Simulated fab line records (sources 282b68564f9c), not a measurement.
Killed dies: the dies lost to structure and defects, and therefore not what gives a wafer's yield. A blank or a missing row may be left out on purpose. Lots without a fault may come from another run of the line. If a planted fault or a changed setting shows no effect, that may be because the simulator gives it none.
Tool commonality check || flow rit cmos || Sample size 15 lots and 45 wafers

== WHY IT WAS OPENED ==
At RIT_FOX1_THK_MEAS_01 the reading FOX1_OXIDE_THK is flagged on 3 of 15 lots. Fault-free wafers read 352 nm, with a standard deviation of 6.2.
Rule: flag the lot when none of its wafers has a number, or when each of its wafers that has one lies beyond 4 standard deviations from that mean. The rest of the lots are taken to be sound.

{"lot": "L330", "measured": "day 2 02:57", "on": "film metro-03", "FOX1_OXIDE_THK (nm), wafer by wafer": "367 365 365", "flag": ""}
{"lot": "L331", "measured": "day 2 07:58", "on": "film metro-04", "FOX1_OXIDE_THK (nm), wafer by wafer": "345 348 349", "flag": ""}
{"lot": "L332", "measured": "day 2 12:56", "on": "film metro-03", "FOX1_OXIDE_THK (nm), wafer by wafer": "350 354 346", "flag": ""}
{"lot": "L333", "measured": "day 2 17:49", "on": "film metro-04", "FOX1_OXIDE_THK (nm), wafer by wafer": "352 350 346", "flag": ""}
{"lot": "L334", "measured": "day 2 23:02", "on": "film metro-03", "FOX1_OXIDE_THK (nm), wafer by wafer": "347 343 346", "flag": ""}
{"lot": "L335", "measured": "day 3 04:10", "on": "film metro-04", "FOX1_OXIDE_THK (nm), wafer by wafer": "359 355 356", "flag": ""}
{"lot": "L336", "measured": "day 3 13:32", "on": "film metro-04", "FOX1_OXIDE_THK (nm), wafer by wafer": "346 346 345", "flag": ""}
{"lot": "L339", "measured": "day 4 02:26", "on": "film metro-04", "FOX1_OXIDE_THK (nm), wafer by wafer": "383 384 387", "flag": "FLAGGED"}
{"lot": "L340", "measured": "day 4 05:21", "on": "film metro-02", "FOX1_OXIDE_THK (nm), wafer by wafer": "380 388 387", "flag": "FLAGGED"}
{"lot": "L341", "measured": "day 4 11:23", "on": "film metro-04", "FOX1_OXIDE_THK (nm), wafer by wafer": "407 405 406", "flag": "FLAGGED"}
{"lot": "L342", "measured": "day 4 15:06", "on": "film metro-04", "FOX1_OXIDE_THK (nm), wafer by wafer": "350 346 351", "flag": ""}
{"lot": "L344", "measured": "day 5 00:52", "on": "film metro-04", "FOX1_OXIDE_THK (nm), wafer by wafer": "357 360 362", "flag": ""}
{"lot": "L348", "measured": "day 5 21:16", "on": "film metro-02", "FOX1_OXIDE_THK (nm), wafer by wafer": "343 347 348", "flag": ""}
{"lot": "L349", "measured": "day 6 02:01", "on": "film metro-03", "FOX1_OXIDE_THK (nm), wafer by wafer": "350 353 347", "flag": ""}
{"lot": "L350", "measured": "day 6 08:23", "on": "film metro-04", "FOX1_OXIDE_THK (nm), wafer by wafer": "352 350 358", "flag": ""}
Average over the flagged lots: 392 nm; offset from the usual +40 nm, equal to +6 standard deviations.

== LOT BY LOT: THE TOOL USED ==
The record holds 2 process steps before the reading, out of a route of 202 steps. Each cell gives the tool, then ch followed by the chambers the sampled wafers passed through, then the start.
{"lot": "L330", "flag": "", "RIT_ACTIVE_STRIP_14": "plasma asher-02 ch 0,1, day 2 00:58", "RIT_FOX1_OXIDATION_00": "furnace-02 ch 0, day 2 01:38"}
{"lot": "L331", "flag": "", "RIT_ACTIVE_STRIP_14": "plasma asher-02 ch 0,1, day 2 05:58", "RIT_FOX1_OXIDATION_00": "furnace-03 ch 0, day 2 06:39"}
{"lot": "L332", "flag": "", "RIT_ACTIVE_STRIP_14": "plasma asher-01 ch 0,1, day 2 10:58", "RIT_FOX1_OXIDATION_00": "furnace-03 ch 0, day 2 11:38"}
{"lot": "L333", "flag": "", "RIT_ACTIVE_STRIP_14": "plasma asher-01 ch 0,1, day 2 15:51", "RIT_FOX1_OXIDATION_00": "furnace-03 ch 0, day 2 16:31"}
{"lot": "L334", "flag": "", "RIT_ACTIVE_STRIP_14": "plasma asher-01 ch 0,1, day 2 20:54", "RIT_FOX1_OXIDATION_00": "furnace-03 ch 0, day 2 21:42"}
{"lot": "L335", "flag": "", "RIT_ACTIVE_STRIP_14": "plasma asher-04 ch 0,1, day 3 02:03", "RIT_FOX1_OXIDATION_00": "furnace-01 ch 0, day 3 02:50"}
{"lot": "L336", "flag": "", "RIT_ACTIVE_STRIP_14": "plasma asher-01 ch 0,1, day 3 06:59", "RIT_FOX1_OXIDATION_00": "furnace-01 ch 0, day 3 12:13"}
{"lot": "L339", "flag": "FLAGGED", "RIT_ACTIVE_STRIP_14": "plasma asher-01 ch 0, day 4 00:27", "RIT_FOX1_OXIDATION_00": "furnace-03 ch 0, day 4 01:07"}
{"lot": "L340", "flag": "FLAGGED", "RIT_ACTIVE_STRIP_14": "plasma asher-04 ch 0,1, day 4 03:04", "RIT_FOX1_OXIDATION_00": "furnace-03 ch 0, day 4 04:02"}
{"lot": "L341", "flag": "FLAGGED", "RIT_ACTIVE_STRIP_14": "plasma asher-04 ch 0,1, day 4 09:25", "RIT_FOX1_OXIDATION_00": "furnace-03 ch 0, day 4 10:03"}
{"lot": "L342", "flag": "", "RIT_ACTIVE_STRIP_14": "plasma asher-01 ch 0,1, day 4 13:06", "RIT_FOX1_OXIDATION_00": "furnace-01 ch 0, day 4 13:47"}
{"lot": "L344", "flag": "", "RIT_ACTIVE_STRIP_14": "plasma asher-02 ch 0,1, day 4 22:54", "RIT_FOX1_OXIDATION_00": "furnace-01 ch 0, day 4 23:31"}
{"lot": "L348", "flag": "", "RIT_ACTIVE_STRIP_14": "plasma asher-04 ch 0,1, day 5 18:53", "RIT_FOX1_OXIDATION_00": "furnace-01 ch 0, day 5 19:56"}
{"lot": "L349", "flag": "", "RIT_ACTIVE_STRIP_14": "plasma asher-01 ch 0,1, day 6 00:02", "RIT_FOX1_OXIDATION_00": "furnace-01 ch 0, day 6 00:42"}
{"lot": "L350", "flag": "", "RIT_ACTIVE_STRIP_14": "plasma asher-02 ch 0,1, day 6 06:16", "RIT_FOX1_OXIDATION_00": "furnace-02 ch 0, day 6 07:03"}
These steps, and what they do:
- RIT_ACTIVE_STRIP_14: strips in O2, time 180 s.
- RIT_FOX1_OXIDATION_00: target thk 350.7 nm, ox time 1130 s.
- RIT_FOX1_THK_MEAS_01

== FLAGGED OVER TOTAL, TOOL BY TOOL (the gauges that took the reading come last) ==
{"step": "RIT_ACTIVE_STRIP_14", "tool": "plasma asher-01", "lots run": 7, "flagged": 1, "share of the flagged lots": "some", "sound lots run after its first flagged lot": "2 (L342,L349)"}
{"step": "RIT_ACTIVE_STRIP_14", "tool": "plasma asher-02", "lots run": 4, "flagged": 0, "share of the flagged lots": "none", "sound lots run after its first flagged lot": "-"}
{"step": "RIT_ACTIVE_STRIP_14", "tool": "plasma asher-04", "lots run": 4, "flagged": 2, "share of the flagged lots": "some", "sound lots run after its first flagged lot": "1 (L348)"}
{"step": "RIT_FOX1_OXIDATION_00", "tool": "furnace-01", "lots run": 6, "flagged": 0, "share of the flagged lots": "none", "sound lots run after its first flagged lot": "-"}
{"step": "RIT_FOX1_OXIDATION_00", "tool": "furnace-02", "lots run": 2, "flagged": 0, "share of the flagged lots": "none", "sound lots run after its first flagged lot": "-"}
{"step": "RIT_FOX1_OXIDATION_00", "tool": "furnace-03", "lots run": 7, "flagged": 3, "share of the flagged lots": "all", "sound lots run after its first flagged lot": 0}
{"step": "RIT_FOX1_THK_MEAS_01", "tool": "film metro-02", "lots run": 2, "flagged": 1, "share of the flagged lots": "some", "sound lots run after its first flagged lot": "1 (L348)"}
{"step": "RIT_FOX1_THK_MEAS_01", "tool": "film metro-03", "lots run": 4, "flagged": 0, "share of the flagged lots": "none", "sound lots run after its first flagged lot": "-"}
{"step": "RIT_FOX1_THK_MEAS_01", "tool": "film metro-04", "lots run": 9, "flagged": 2, "share of the flagged lots": "some", "sound lots run after its first flagged lot": "3 (L342,L344,L350)"}

== WHAT THE TABLE PERMITS ==
Rows of the table that ran each flagged lot: 1, that is furnace-03 at RIT_FOX1_OXIDATION_00.
- furnace-03 at RIT_FOX1_OXIDATION_00: 3 of its 7 lots flagged. Its last sound lot is L334 (day 2 21:42), its first flagged lot L339 (day 4 01:07): a fault that began between those two fits. Its own readings (spike tc centre C, spike tc load C, spike tc source C, tube center temp C, tube_center_temp_C_max) fall more than 4 standard deviations out on all wafers of the flagged lots.
Just one tool remains: furnace-03 at RIT_FOX1_OXIDATION_00.

== WHAT THE SIMULATOR HAD PUT IN ==
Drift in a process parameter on furnace-03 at RIT_FOX1_OXIDATION_00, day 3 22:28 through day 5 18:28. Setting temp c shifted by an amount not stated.
Lots struck among those shown: L339, L340, L341. The rule above found the same.
